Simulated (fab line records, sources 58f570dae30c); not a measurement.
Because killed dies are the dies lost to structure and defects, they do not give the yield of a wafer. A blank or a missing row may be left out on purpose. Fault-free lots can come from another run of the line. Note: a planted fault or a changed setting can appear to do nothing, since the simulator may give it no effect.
Which tool is to blame? / flow berkeley cmos170 / 7 lots, 21 wafers sampled, at 3 steps of a route of 331

## WHAT THE GAUGES READ, wafer by wafer
UCB170_V2_OVL_MEAS_13.
lot=L649; measured=day 9 17:01; on=overlay-01; V2_OVL (nm)=-3 -6 -9
lot=L650; measured=day 9 21:10; on=overlay-02; V2_OVL (nm)=-3 -2 -3
lot=L651; measured=day 9 21:26; on=overlay-01; V2_OVL (nm)=-5 0 -3
lot=L658; measured=day 11 03:28; on=overlay-01; V2_OVL (nm)=2 -4 -1
lot=L662; measured=day 13 01:01; on=overlay-01; V2_OVL (nm)=-5 3 5
lot=L667; measured=day 13 08:16; on=overlay-02; V2_OVL (nm)=1 -3 0
lot=L668; measured=day 13 17:36; on=overlay-02; V2_OVL (nm)=-10 -8 -7

## EACH LOT AND THE TOOL THAT RAN IT (in order: tool; ch and the chambers of the sampled wafers; start)
lot=L649; UCB170_SILICIDE_PRE_CLEAN_00=pvd sputter-04, day 8 18:47; UCB170_V2_SOFTBAKE_08=litho track-04 ch 0, day 9 15:06
lot=L650; UCB170_SILICIDE_PRE_CLEAN_00=pvd sputter-02, day 8 19:26; UCB170_V2_SOFTBAKE_08=litho track-03 ch 0, day 9 20:11
lot=L651; UCB170_SILICIDE_PRE_CLEAN_00=pvd sputter-01, day 8 21:50; UCB170_V2_SOFTBAKE_08=litho track-03 ch 0, day 9 20:38
lot=L658; UCB170_SILICIDE_PRE_CLEAN_00=pvd sputter-01, day 10 08:19; UCB170_V2_SOFTBAKE_08=litho track-04 ch 0, day 11 02:11
lot=L662; UCB170_SILICIDE_PRE_CLEAN_00=pvd sputter-01, day 12 00:33; UCB170_V2_SOFTBAKE_08=litho track-01 ch 0, day 13 00:24
lot=L667; UCB170_SILICIDE_PRE_CLEAN_00=pvd sputter-04, day 12 12:56; UCB170_V2_SOFTBAKE_08=litho track-04 ch 0, day 13 07:32
lot=L668; UCB170_SILICIDE_PRE_CLEAN_00=pvd sputter-04, day 13 01:12; UCB170_V2_SOFTBAKE_08=litho track-04 ch 0, day 13 16:31
- UCB170_SILICIDE_PRE_CLEAN_00: preclean etch time 60 s.
- UCB170_V2_SOFTBAKE_08: time 62.7 s.

## THE ANSWER, worked out from the rows above alone
Rule: the usual values come from the lots themselves. The widest of any qualifying gaps counts: lots, ordered by their means at a reading, are off when they make up no more than a third of the lots, leave a main group of 4 or more, and stand apart from it by 3 or more times the standard deviation of that group's means. Not used: any main group whose means are identical at the precision the tables above print for the reading. A lot without any number at a reading at which 4 lots or more have one is off too. All remaining lots with rows at the step are treated as sound.
No lot is off at any reading shown: from this, nothing can be told.

## WHAT HAD BEEN PUT IN BY THE SIMULATOR
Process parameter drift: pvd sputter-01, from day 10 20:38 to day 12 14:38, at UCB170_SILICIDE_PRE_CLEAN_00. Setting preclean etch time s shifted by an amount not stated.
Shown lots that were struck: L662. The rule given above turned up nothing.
